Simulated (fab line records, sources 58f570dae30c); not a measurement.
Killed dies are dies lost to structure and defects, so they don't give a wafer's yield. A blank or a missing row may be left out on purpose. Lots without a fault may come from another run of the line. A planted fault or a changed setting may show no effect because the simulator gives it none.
Which tool did it? | flow berkeley_cmos170 | 14 lots, 42 wafers sampled, at 5 steps of a route of 331

WHAT THE GAUGES READ, wafer by wafer
UCB170_PFIELD_OVL_MEAS_06.
lot  | measured    | on         | PFIELD_OVL (nm)
L531 | day 4 12:02 | overlay-01 | -5 -6 -7
L532 | day 4 12:14 | overlay-02 | 1 3 1
L533 | day 4 17:23 | overlay-02 | 6 4 11
L534 | day 4 18:07 | overlay-01 | -1 3 -4
L535 | day 4 18:00 | overlay-02 | 0 -6 -4
L536 | day 5 07:54 | overlay-01 | 8 10 3
L537 | day 5 20:16 | overlay-02 | 0 6 1
L539 | day 6 06:15 | overlay-02 | 3 9 12
L540 | day 6 05:42 | overlay-02 | -3 -2 -4
L543 | day 7 01:53 | overlay-01 | 90 94 86
L544 | day 7 02:10 | overlay-02 | -2 6 2
L545 | day 7 02:10 | overlay-01 | 81 85 91
L546 | day 7 12:29 | overlay-02 | 96 89 91
L551 | day 8 06:43 | overlay-02 | 8 8 15

UCB170_M3_BOW_MEAS_20.
lot  | measured     | on            | M3_BOW (um)
L531 | day 8 08:17  | film_metro-03 | 43 30 44
L532 | day 8 05:56  | film_metro-01 | 28 33 33
L533 | day 8 08:37  | film_metro-01 | 38 38 46
L534 | day 8 08:20  | film_metro-01 | 44 25 45
L535 | day 8 08:00  | film_metro-03 | 35 46 47
L536 | day 8 16:38  | film_metro-03 | 42 33 37
L537 | day 9 06:31  | film_metro-03 | 42 22 45
L539 | day 9 22:35  | film_metro-01 | 34 40 49
L540 | day 9 21:13  | film_metro-01 | 31 23 38
L543 | day 11 03:53 | film_metro-04 | 33 39 31
L544 | day 10 09:08 | film_metro-04 | 44 27 34
L545 | day 10 13:32 | film_metro-04 | 43 35 48
L546 | day 10 23:01 | film_metro-03 | 26 28 43
L551 | day 11 18:13 | film_metro-01 | 46 58 47

WHICH TOOL RAN EACH LOT (tool, then ch and the chambers of the sampled wafers, then the start)
lot  | UCB170_NWELL_STRIP_15               | UCB170_PFIELD_EXPOSE_03          | UCB170_PVT_STRIP_08
L531 | plasma_asher-01 ch 0,1, day 2 08:49 | krf_scanner-01 ch 0, day 4 11:09 | plasma_asher-04 ch 0,1, day 6 04:18
L532 | plasma_asher-03 ch 0,1, day 2 12:35 | krf_scanner-02 ch 0, day 4 11:37 | plasma_asher-01 ch 0,1, day 6 04:28
L533 | plasma_asher-03 ch 0,1, day 2 21:55 | krf_scanner-01 ch 0, day 4 16:30 | plasma_asher-02 ch 0,1, day 6 05:02
L534 | plasma_asher-03 ch 0,1, day 2 22:23 | krf_scanner-01 ch 0, day 4 17:05 | plasma_asher-01 ch 0,1, day 6 05:38
L535 | plasma_asher-03 ch 0,1, day 3 00:08 | krf_scanner-02 ch 0, day 4 16:46 | plasma_asher-02 ch 0,1, day 6 05:49
L536 | plasma_asher-04 ch 0,1, day 3 04:14 | krf_scanner-01 ch 0, day 5 07:32 | plasma_asher-02 ch 0,1, day 6 18:11
L537 | plasma_asher-01 ch 0,1, day 3 11:01 | krf_scanner-01 ch 0, day 5 19:53 | plasma_asher-04 ch 0,1, day 6 23:10
L539 | plasma_asher-03 ch 0,1, day 4 00:16 | krf_scanner-01 ch 0, day 6 05:42 | plasma_asher-04 ch 0,1, day 7 12:29
L540 | plasma_asher-03 ch 0,1, day 4 05:07 | krf_scanner-02 ch 0, day 6 04:27 | plasma_asher-04 ch 0,1, day 7 12:53
L543 | plasma_asher-01 ch 0,1, day 4 15:55 | krf_scanner-01 ch 0, day 7 01:16 | plasma_asher-02 ch 0,1, day 8 06:34
L544 | plasma_asher-03 ch 0,1, day 4 20:01 | krf_scanner-02 ch 0, day 7 01:34 | plasma_asher-02 ch 0,1, day 8 05:16
L545 | plasma_asher-01 ch 0,1, day 5 01:21 | krf_scanner-01 ch 0, day 7 01:47 | plasma_asher-02 ch 0,1, day 8 07:53
L546 | plasma_asher-01 ch 0,1, day 5 11:39 | krf_scanner-01 ch 0, day 7 11:44 | plasma_asher-02 ch 0,1, day 8 13:57
L551 | plasma_asher-01 ch 0,1, day 6 09:11 | krf_scanner-02 ch 0, day 8 05:34 | plasma_asher-01 ch 0, day 9 10:59
- UCB170_NWELL_STRIP_15: strips in O2.
- UCB170_PFIELD_EXPOSE_03: exposes mask PFIELD, target cd 1500 nm.
- UCB170_PVT_STRIP_08: strips in O2.

WHAT THE TOOLS THEMSELVES READ (means of the sampled wafers that have a number; where no wafer has one, the mark that the record gives instead)
UCB170_NWELL_STRIP_15.
lot  | tool            | drypump_motor_current_A (A) | oes_product_au (a.u.) | strip_time_to_endpoint_s (s)
L531 | plasma_asher-01 | 6.0                         | 0.716                 | 18.19
L532 | plasma_asher-03 | 5.5                         | 0.719                 | 17.93
L533 | plasma_asher-03 | 5.5                         | 0.721                 | 18.10
L534 | plasma_asher-03 | 5.5                         | 0.724                 | 18.11
L535 | plasma_asher-03 | 5.5                         | 0.721                 | 17.93
L536 | plasma_asher-04 | 6.1                         | 0.720                 | 18.02
L537 | plasma_asher-01 | 6.2                         | 0.717                 | 18.13
L539 | plasma_asher-03 | 5.5                         | 0.721                 | 18.04
L540 | plasma_asher-03 | 5.5                         | 0.718                 | 18.03
L543 | plasma_asher-01 | 6.2                         | 0.722                 | 18.08
L544 | plasma_asher-03 | 5.5                         | 0.720                 | 18.06
L545 | plasma_asher-01 | 6.2                         | 0.720                 | 17.88
L546 | plasma_asher-01 | 6.2                         | 0.722                 | 17.86
L551 | plasma_asher-01 | 6.2                         | 0.725                 | 18.02

UCB170_PVT_STRIP_08.
lot  | tool            | drypump_motor_current_A (A) | oes_product_au (a.u.) | strip_time_to_endpoint_s (s)
L531 | plasma_asher-04 | 6.2                         | 0.736                 | 21.65
L532 | plasma_asher-01 | 6.0                         | 0.734                 | 21.67
L533 | plasma_asher-02 | 5.4                         | 0.735                 | 21.53
L534 | plasma_asher-01 | 6.0                         | 0.736                 | 21.68
L535 | plasma_asher-02 | 5.6                         | 0.735                 | 21.69
L536 | plasma_asher-02 | 5.6                         | 0.740                 | 21.64
L537 | plasma_asher-04 | 6.1                         | 0.734                 | 21.54
L539 | plasma_asher-04 | 6.1                         | 0.732                 | 21.60
L540 | plasma_asher-04 | 6.1                         | 0.736                 | 21.67
L543 | plasma_asher-02 | 5.3                         | 0.731                 | 21.59
L544 | plasma_asher-02 | 5.6                         | 0.732                 | 21.67
L545 | plasma_asher-02 | 5.4                         | 0.734                 | 21.63
L546 | plasma_asher-02 | 5.4                         | 0.739                 | 21.66
L551 | plasma_asher-01 | 6.3                         | 0.735                 | 21.58

THE ANSWER, worked out from the rows above alone
Rule: what is usual is taken from the lots themselves. Put in order of their means at a reading, lots are off if they are a third of the lots or fewer, leave a main group of 4 or more, and stand apart from it by a gap of 3 or more times the standard deviation of the main group's means; of several such gaps the widest counts. A main group whose means are all the same, to the digits that the tables above print for the reading, isn't used. A lot without any number at a reading at which 4 lots or more have one is off too. The other lots that the step has rows for count as sound. The gauges are gone through in route order, then the tools' own readings, and for those a lot's mean is taken as printed above. The first step at which some lot is off is used, and at that step the reading that is off furthest; a lot without a number counts as furthest.
Off: L543, L545, L546, at UCB170_PFIELD_OVL_MEAS_06 (PFIELD_OVL). The main group: mean 2 nm, standard deviation 5.
A tool fits if, at a process step before that reading, it ran every lot that is off, and no sound lot after the first of them. The gauges at UCB170_PFIELD_OVL_MEAS_06 are tried like those tools. One fits: krf_scanner-01 at UCB170_PFIELD_EXPOSE_03. Its last sound lot is L539 (day 6 05:42), its first lot that is off L543 (day 7 01:16): a fault that began between those two fits.

WHAT THE SIMULATOR HAD PUT IN
Scanner matching overlay: krf_scanner-01, from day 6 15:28 on, at UCB170_PFIELD_EXPOSE_03. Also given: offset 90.
Lots struck among those shown: L543, L545, L546. The rule above found the same.
